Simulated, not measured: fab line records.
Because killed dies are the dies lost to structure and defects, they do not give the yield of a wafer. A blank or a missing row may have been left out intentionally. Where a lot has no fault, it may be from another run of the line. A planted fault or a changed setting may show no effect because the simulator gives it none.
Comparing a struck lot with a sound one + flow berkeley-cmos170 + 24 steps out of a route of 331
Sound: these wafers, L162.1, L162.3, L162.6. The struck wafers were L167.2, L167.3, L167.5. The cause is named last.
Each step with rows lists, per side, the tool, then ch with its chambers, then its first start. Under that, the readings that differ: sound wafers + struck wafers + difference of the means + sigmas: that difference in standard deviations of wafers without a fault.
alike: words and numbers the same on both sides, and readings whose means are apart by under 2 such deviations; not compared: readings that were withheld, readings missing a value for some wafer, numbers with overlapping values and no deviation given by the record, and bounds like >300 which may hide the same value.
The two part at a step that has a row with sigmas, a row that says differs or no value, or rows on one side only. Numbers that have no deviation but don't overlap get no sigmas and don't part them. A reading missing from all wafers of one side parts the sides only when that side holds two or more wafers.

first, 6 steps without rows for these wafers: UCB170_ZERO_HMDS_00 (prime time 60 s); UCB170_ZERO_COAT_01 (resist thk 900 nm); UCB170_ZERO_SOFTBAKE_02 (time 60 s); UCB170_ZERO_EXPOSE_03 (exposes mask PM MARKS, target cd 4000 nm); UCB170_ZERO_PEB_04; UCB170_ZERO_DEVELOP_05 (develop time 45 s).
UCB170_ZERO_ETCH_06: etches SiO2 in CHF3/CF4/Ar, time 12 s.
  sound on rie-diel-03 ch 1,2,3, day 2 23:04; struck on rie-diel-02 ch 1,2,3, day 3 20:31
  alike: CHF3_flow_sccm, drypump-motor-current-A, oes-product-au, throttle-valve-pct
  not compared: rf-hours-counter-h
UCB170_ZERO_STRIP_07: strips in O2.
  sound on plasma-asher-03 ch 1, day 2 23:05; struck on plasma-asher-04 ch 0,1, day 3 20:32
| reading                      | sound             | struck            | difference | sigmas |
|------------------------------|-------------------|-------------------|------------|--------|
| strip-time-to-endpoint-s (s) | 21.70 21.75 21.69 | 21.51 21.53 21.46 | -0.21      | -3     |
  alike: drypump-motor-current-A, oes-product-au
  not compared: rf-hours-counter-h
then, 2 steps without rows for these wafers: UCB170_NWELL_WET_ETCH_00 (etches SiO2 in dHF, time 200 s); UCB170_NWELL_OXIDATION_01 (target thk 26.4 nm, ox time 1260 s).
UCB170_NWELL_THK_MEAS_02:
  sound: film-metro-02 at day 3 05:32; struck: film-metro-02 at day 4 03:04
  alike: NWELL_OXIDE_THK
then, 1 step without rows for these wafers: UCB170_NWELL_ANNEAL_03 (time 900 s).
UCB170_NWELL_CVD_04: deposits Si3N4 from SiH2Cl2/NH3, target thk 224 nm, time 3360 s.
  sound on lpcvd-02 ch 1, day 3 08:58; struck on lpcvd-02 ch 0, day 4 07:53
| reading                                 | sound             | struck            | difference | sigmas |
|-----------------------------------------|-------------------|-------------------|------------|--------|
| sih2cl2-flow-sccm (sccm)                | 24.90 24.88 24.97 | 30.12 29.93 30.08 | +5.13      | +63    |
| zone-power-centre-pct (%)               | 37.7 38.0 38.0    | 36.0 36.0 36.1    | -1.9       | -2     |
| model.Si3N4_of_NWELL_CVD_04.thk-nm (nm) | 222.5 221.5 222.2 | 234.7 233.6 236.1 | +12.7      |        |
  alike: spike-tc-source-C
UCB170_NWELL_THK_MEAS_05:
  sound: film-metro-03 at day 3 10:55; struck: film-metro-01 at day 4 09:50
| reading                | sound             | struck            | difference | sigmas |
|------------------------|-------------------|-------------------|------------|--------|
| NWELL_NITRIDE_THK (nm) | 222.8 221.7 222.2 | 235.0 233.6 236.1 | +12.7      | +7     |
then, 6 steps without rows for these wafers: UCB170_NWELL_HMDS_06 (prime time 60 s); UCB170_NWELL_COAT_07 (resist thk 900 nm); UCB170_NWELL_SOFTBAKE_08 (time 60 s); UCB170_NWELL_EXPOSE_09 (exposes mask NWELL, target cd 3000 nm); UCB170_NWELL_PEB_10; UCB170_NWELL_DEVELOP_11 (develop time 45 s).
UCB170_NWELL_OVL_MEAS_12:
  sound: overlay-02 at day 3 13:36; struck: overlay-02 at day 4 11:07
  alike: NWELL_OVL
UCB170_NWELL_ETCH_13: etches Si3N4 in CH3F/Ar/O2, stops on SiO2, target depth 246.4 nm, time 154 s.
  sound on rie-diel-01 ch 0,1,3, day 3 13:38; struck on rie-diel-03 ch 0,3, day 4 11:09
| reading                  | sound             | struck            | difference | sigmas |
|--------------------------|-------------------|-------------------|------------|--------|
| oes-product-au (a.u.)    | 0.935 0.932 0.918 | 0.978 0.952 0.965 | +0.037     | +2     |
| model.etch.depth-nm (nm) | 222.5 221.5 222.2 | 234.7 233.6 236.1 | +12.7      |        |
  alike: drypump-motor-current-A, throttle-valve-pct
  not compared: rf-hours-counter-h
next, for these wafers, 1 step has no rows: UCB170_NWELL_IMPLANT_14.
UCB170_M3_PROBE_99:
  sound wafers here have rows in the record (prober-01, day 9 09:49); struck ones have none

== WHERE THEY PART ==
At UCB170_ZERO_STRIP_07 first; at UCB170_M3_PROBE_99 last (within this record only).

WHY: the cause the simulator had injected
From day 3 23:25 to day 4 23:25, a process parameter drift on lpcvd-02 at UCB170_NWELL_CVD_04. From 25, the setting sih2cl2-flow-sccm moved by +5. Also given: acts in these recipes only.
